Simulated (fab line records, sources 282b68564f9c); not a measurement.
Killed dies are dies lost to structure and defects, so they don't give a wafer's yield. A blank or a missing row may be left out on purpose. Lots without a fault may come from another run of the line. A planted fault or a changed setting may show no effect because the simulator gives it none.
Split-lot experiment | flow rit_cmos | 5 lots, 23 wafers read, on a route of 202 steps

THE SPLIT
At RIT_NWELL_IMPLANT_08, the setting energy_kev was moved away from the recipe's 170 on 6 of the 23 wafers read, by -1.8% to +3.6%. The other wafers ran this setting at the recipe's value.

The reading is taken at the split's own step.

THE READING
implant.drp_nm (the simulator's own value, which no gauge read), in nm, at RIT_NWELL_IMPLANT_08. The file gives no usual value for it.

wafer  | tool, chamber at the split | energy_kev as run | against the recipe | implant.drp_nm, nm | against lot-mates on the recipe
L075.1 | implanter-01, 0            | 170               | recipe             | 68.82              | -
L075.3 | implanter-01, 0            | 170               | recipe             | 68.82              | -
L075.4 | implanter-01, 0            | 170               | recipe             | 68.82              | -
L075.5 | implanter-01, 0            | 170               | recipe             | 68.82              | -
L075.6 | implanter-01, 0            | 170               | recipe             | 68.82              | -
L077.1 | implanter-01, 0            | 170               | recipe             | 68.82              | -
L077.4 | implanter-01, 0            | 170               | recipe             | 68.82              | -
L077.6 | implanter-01, 0            | 170               | recipe             | 68.82              | -
L080.1 | implanter-02, 0            | 170               | recipe             | 68.82              | -
L080.3 | implanter-02, 0            | 170               | recipe             | 68.82              | -
L080.2 | implanter-02, 0            | 166.9             | -1.8%              | 67.9               | -0.92
L080.5 | implanter-02, 0            | 166.9             | -1.8%              | 67.9               | -0.92
L080.6 | implanter-02, 0            | 166.9             | -1.8%              | 67.9               | -0.92
L081.1 | implanter-01, 0            | 170               | recipe             | 68.82              | -
L081.5 | implanter-01, 0            | 170               | recipe             | 68.82              | -
L081.2 | implanter-01, 0            | 176.2             | +3.6%              | 70.7               | +1.88
L081.4 | implanter-01, 0            | 176.2             | +3.6%              | 70.7               | +1.88
L081.6 | implanter-01, 0            | 176.2             | +3.6%              | 70.7               | +1.88
L082.1 | implanter-04, 0            | 170               | recipe             | 68.82              | -
L082.2 | implanter-04, 0            | 170               | recipe             | 68.82              | -
L082.4 | implanter-04, 0            | 170               | recipe             | 68.82              | -
L082.5 | implanter-04, 0            | 170               | recipe             | 68.82              | -
L082.6 | implanter-04, 0            | 170               | recipe             | 68.82              | -

THE FIT
A straight line over all 23 wafers: implant.drp_nm changes by +0.513 nm for each +1% of energy_kev; r = +1.00; the points scatter about the line by 0.0059 nm.
The same after taking each lot's own level away (the mean of its wafers on the recipe; 23 wafers): +0.513 nm for each +1%; r = +1.00; scatter 0.0059 nm.
On that fit, the largest move of energy_kev shifts the reading by 1.9 nm.
The lots' own levels span 68.820 to 68.820 nm.
So the lot-to-lot level changes the slope little: the two slopes agree.
Check: with one of the wafers moved furthest among these (+3.6%) left out of the fit, the line predicts +1.87 nm for it against its lot-mates. It came out at +1.88 nm against them.

OTHER SPLITS ON THESE WAFERS
These wafers also went through other splits before the reading. Each is held against what the fit with the lots' levels taken away leaves over:
other split on the same wafers  | wafers away from the commonest value | r with implant.drp_nm (lot level and that fit taken away)
RIT_ACTIVE_OXIDATION_01 temp_c  | 10                                   | -0.35
RIT_FOX2_OXIDATION_00 ox_time_s | 15                                   | -0.56
RIT_NWELL_SOFTBAKE_02 temp_c    | 7                                    | -0.27

THE WHOLE CHAIN: every reading that the file lists as answering this split, in the file's order
step                 | what it does | reading                                                         | change (the file's fit)               | r (the file's)
RIT_NWELL_IMPLANT_08 |              | implant.rp_nm (the simulator's own value, which no gauge read)  | +2.21 nm for each +1% of the setting  | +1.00
RIT_NWELL_IMPLANT_08 |              | implant.drp_nm (the simulator's own value, which no gauge read) | +0.514 nm for each +1% of the setting | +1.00

THE FILE'S OWN FIT
implant.drp_nm changes by +0.514 nm for each +1% of energy_kev, r = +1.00.
